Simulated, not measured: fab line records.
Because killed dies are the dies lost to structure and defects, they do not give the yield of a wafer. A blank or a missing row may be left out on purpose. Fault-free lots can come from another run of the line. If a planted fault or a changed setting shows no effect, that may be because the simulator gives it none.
A lot that was struck, set against a sound lot ; flow rit cmos ; 16 out of 202 route steps
Sound: wafers L759.2, L759.3, L759.6. Struck: wafers L763.1, L763.2, L763.5. At the end, the cause is stated.
Per side, at each step with rows, come the tool, then ch with its chambers, and then its first start. Under that, the readings that differ: sound wafers ; struck wafers ; difference of the means ; sigmas: that difference in standard deviations of wafers without a fault.
alike: same words and numbers on both sides, and readings whose means sit less than 2 such deviations apart. not compared: any withheld reading, any reading some wafer has no value for, any bound like >300 that may hide the same value, and any number with overlapping values for which the record gives no deviation.
The two part at a step that has a row with sigmas, a row that says differs or no value, or rows on one side only. Non-overlapping numbers with no deviation appear without sigmas and do not part them. A reading that every wafer of one side lacks parts them only if that side has two wafers or more.

first, 4 steps without rows for these wafers: RIT_PLDD_SOFTBAKE_02 (time 60 s); RIT_PLDD_EXPOSE_03 (exposes mask M8, target cd 40900 nm); RIT_PLDD_PEB_04; RIT_PLDD_DEVELOP_05 (develop time 50 s).
RIT_PLDD_OVL_MEAS_06:
  struck on overlay-02, day 4 14:18; sound on overlay-01, day 3 17:47
  alike: PLDD_OVL
then, 2 steps without rows for these wafers: RIT_PLDD_HARDBAKE_07 (time 60 s); RIT_PLDD_IMPLANT_08.
RIT_PLDD_STRIP_09: strips in O2, time 180 s.
  sound on plasma asher-03 ch 0,1, day 3 18:07; struck on plasma asher-04 ch 0,1, day 4 14:38
  alike: chamber pressure mTorr, drypump motor current A, rf refl power W
  not compared: rf hours counter h
RIT_PLDD_TW_MEAS_10:
  struck on film metro-04, day 4 14:49; sound on film metro-02, day 3 18:19
  alike: PLDD_TW
then, 3 steps without rows for these wafers: RIT_SPACER_CLEAN_00 (cleans in SC1, time 600 s); RIT_SPACER_CLEAN_01 (cleans in dHF, time 30 s); RIT_SPACER_CLEAN_02 (cleans in SC2, time 600 s).
RIT_SPACER_CVD_03: deposits Si3N4 from SiH2Cl2/NH3, target thk 250 nm, time 3300 s.
  sound on lpcvd-02 ch 1, day 3 18:44; struck on lpcvd-02 ch 1, day 4 16:32
reading;sound;struck;difference;sigmas
model.Si3N4_of_SPACER_CVD_03.thk nm (nm);248.9 247.7 248.8;318 317.7 317.8;+69;
RIT_SPACER_THK_MEAS_04:
  struck on film metro-03, day 4 18:27; sound on film metro-03, day 3 20:40
reading;sound;struck;difference;sigmas
SPACER_NITRIDE_THK (nm);249.1 247.7 248.7;318.0 317.7 317.7;+69.3;+35
RIT_SPACER_ETCHBACK_05: etches Si3N4 in SF6/CHF3, stops on SiO2, target depth 250 nm, time 240 s.
  sound on rie diel-04 ch 0,2, day 3 20:43; struck on rie diel-03 ch 1,3, day 4 18:31
reading;sound;struck;difference;sigmas
oes product au (a.u.);0.867 0.843 0.866;1.005 0.997 0.997;+0.141;+11
model.etch.depth nm (nm);248.9 247.7 248.8;318 310.9 311.3;+65;
model.Si3N4_of_SPACER_CVD_03.thk nm (nm);194.5 196.1 193.8;247.7 249.4 249.3;+54.0;
  alike: chamber pressure mTorr, drypump motor current A, throttle valve pct
  not compared: rf hours counter h
then, 1 step without rows for these wafers: RIT_NSD_HMDS_00 (prime time 60 s).

## WHERE THEY PART
Last at RIT_SPACER_ETCHBACK_05 as far as this record goes, first at RIT_SPACER_THK_MEAS_04.

WHY: whatever the simulator had introduced
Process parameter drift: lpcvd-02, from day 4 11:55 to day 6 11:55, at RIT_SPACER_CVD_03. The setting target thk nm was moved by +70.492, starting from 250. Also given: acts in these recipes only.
